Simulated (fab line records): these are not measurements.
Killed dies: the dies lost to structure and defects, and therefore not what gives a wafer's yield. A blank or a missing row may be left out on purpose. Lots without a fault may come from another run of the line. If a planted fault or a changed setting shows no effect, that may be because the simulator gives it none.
Which tool did it? || flow ritCmos || 21 wafers from 7 lots sampled at 2 of the route's 202 steps

== WHAT THE GAUGES SHOWED, per wafer ==
RIT_FOX2_THK_MEAS_91.
{"lot": "L538", "measured": "day 3 06:08", "on": "filmMetro-03", "FIELD_OXIDE_LEFT_2_THK (nm)": "256 250 251"}
{"lot": "L542", "measured": "day 4 05:29", "on": "filmMetro-03", "FIELD_OXIDE_LEFT_2_THK (nm)": "247 248 245"}
{"lot": "L544", "measured": "day 4 12:53", "on": "filmMetro-03", "FIELD_OXIDE_LEFT_2_THK (nm)": "308 308 304"}
{"lot": "L551", "measured": "day 5 22:40", "on": "filmMetro-01", "FIELD_OXIDE_LEFT_2_THK (nm)": "255 249 256"}
{"lot": "L553", "measured": "day 6 10:34", "on": "filmMetro-01", "FIELD_OXIDE_LEFT_2_THK (nm)": "261 261 257"}
{"lot": "L555", "measured": "day 6 19:13", "on": "filmMetro-01", "FIELD_OXIDE_LEFT_2_THK (nm)": "253 254 259"}
{"lot": "L557", "measured": "day 7 06:38", "on": "filmMetro-04", "FIELD_OXIDE_LEFT_2_THK (nm)": "260 263 256"}

== EACH LOT AND THE TOOL THAT RAN IT (in order: tool; ch and the chambers of the sampled wafers; start) ==
{"lot": "L538", "RIT_GATE_WET_ETCH_00": "wetBench-04 ch 3, day 3 05:40"}
{"lot": "L542", "RIT_GATE_WET_ETCH_00": "wetBench-04 ch 0, day 4 05:04"}
{"lot": "L544", "RIT_GATE_WET_ETCH_00": "wetBench-02 ch 1, day 4 12:28"}
{"lot": "L551", "RIT_GATE_WET_ETCH_00": "wetBench-04 ch 2, day 5 22:14"}
{"lot": "L553", "RIT_GATE_WET_ETCH_00": "wetBench-01 ch 2, day 6 10:08"}
{"lot": "L555", "RIT_GATE_WET_ETCH_00": "wetBench-01 ch 1, day 6 18:45"}
{"lot": "L557", "RIT_GATE_WET_ETCH_00": "wetBench-01 ch 2, day 7 06:11"}
- RIT_GATE_WET_ETCH_00: etches SiO2 in BOE, target depth 56 nm, time 60 s.

== THE ANSWER, worked out from the rows above alone ==
Rule: usual is defined by the lots themselves. The widest of any qualifying gaps counts: lots, ordered by their means at a reading, are off when they make up no more than a third of the lots, leave a main group of 4 or more, and stand apart from it by 3 or more times the standard deviation of that group's means. A main group is skipped when, at the precision printed for the reading in the tables above, its means are all equal. Also off: a lot with no number at a reading for which 4 or more lots have one. All remaining lots with rows at the step are treated as sound.
Off: at RIT_FOX2_THK_MEAS_91 (FIELD_OXIDE_LEFT_2_THK), L544. For the main group the mean is 254 nm and the standard deviation 4.5.
If a tool, at a process step before that reading, ran all the lots that are off and no sound lot after the first of them, it fits. Gauges at RIT_FOX2_THK_MEAS_91: tried the same way as those tools. This does not decide it: 2 tools fit, namely wetBench-02 at RIT_GATE_WET_ETCH_00 and filmMetro-03 at RIT_FOX2_THK_MEAS_91.

== WHAT WAS PUT IN BY THE SIMULATOR ==
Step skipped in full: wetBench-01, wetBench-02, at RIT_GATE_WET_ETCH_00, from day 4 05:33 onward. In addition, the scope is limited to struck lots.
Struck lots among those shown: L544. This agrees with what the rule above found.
